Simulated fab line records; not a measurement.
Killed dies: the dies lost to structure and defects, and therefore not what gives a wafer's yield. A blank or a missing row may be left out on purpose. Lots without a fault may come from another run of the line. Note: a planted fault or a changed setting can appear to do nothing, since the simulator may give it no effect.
Which tool did it?    flow rit cmos    6 lots with 18 wafers sampled at 2 steps, on a route of 202 steps

## WHAT THE GAUGES SHOWED, per wafer
RIT_M1_CD_MEAS_09 targets a cd of 2600 nm.
lot   measured     on         cd nm (nm)
L958  day 3 13:14  cd sem-02  2598.7 2600.8 2599.3
L960  day 4 01:22  cd sem-02  2600.8 2602.0 2599.8
L964  day 4 17:54  cd sem-01  2601.9 2600.2 2602.7
L975  day 7 05:55  cd sem-01  2596.0 2597.5 2598.8
L977  day 7 15:30  cd sem-02  2601.1 2600.8 2597.0
L979  day 8 03:18  cd sem-02  2603.0 2604.3 2601.2

## TOOL THAT RAN EACH LOT (tool first, then ch and the chambers of the sampled wafers, then the start)
lot   RIT_M1_EXPOSE_06
L958  iline stepper-01 ch 0, day 3 12:49
L960  iline stepper-01 ch 0, day 4 00:56
L964  iline stepper-02 ch 0, day 4 17:28
L975  iline stepper-02 ch 0, day 7 05:23
L977  iline stepper-02 ch 0, day 7 15:04
L979  iline stepper-02 ch 0, day 8 02:52
- RIT_M1_EXPOSE_06: exposes mask M12, target cd 2600 nm.

## THE ANSWER, worked out from the rows above alone
Rule: the usual values come from the lots themselves. Put in order of their means at a reading, lots are off if they are a third of the lots or fewer, leave a main group of 4 or more, and stand apart from it by a gap of 3 or more times the standard deviation of the main group's means; of several such gaps the widest counts. Not used: any main group whose means are identical at the precision the tables above print for the reading. Also off: a lot with no number at a reading for which 4 or more lots have one. The other lots that the step has rows for count as sound.
No lot is off at any reading shown: from this, nothing can be told.

## WHAT THE SIMULATOR PUT IN
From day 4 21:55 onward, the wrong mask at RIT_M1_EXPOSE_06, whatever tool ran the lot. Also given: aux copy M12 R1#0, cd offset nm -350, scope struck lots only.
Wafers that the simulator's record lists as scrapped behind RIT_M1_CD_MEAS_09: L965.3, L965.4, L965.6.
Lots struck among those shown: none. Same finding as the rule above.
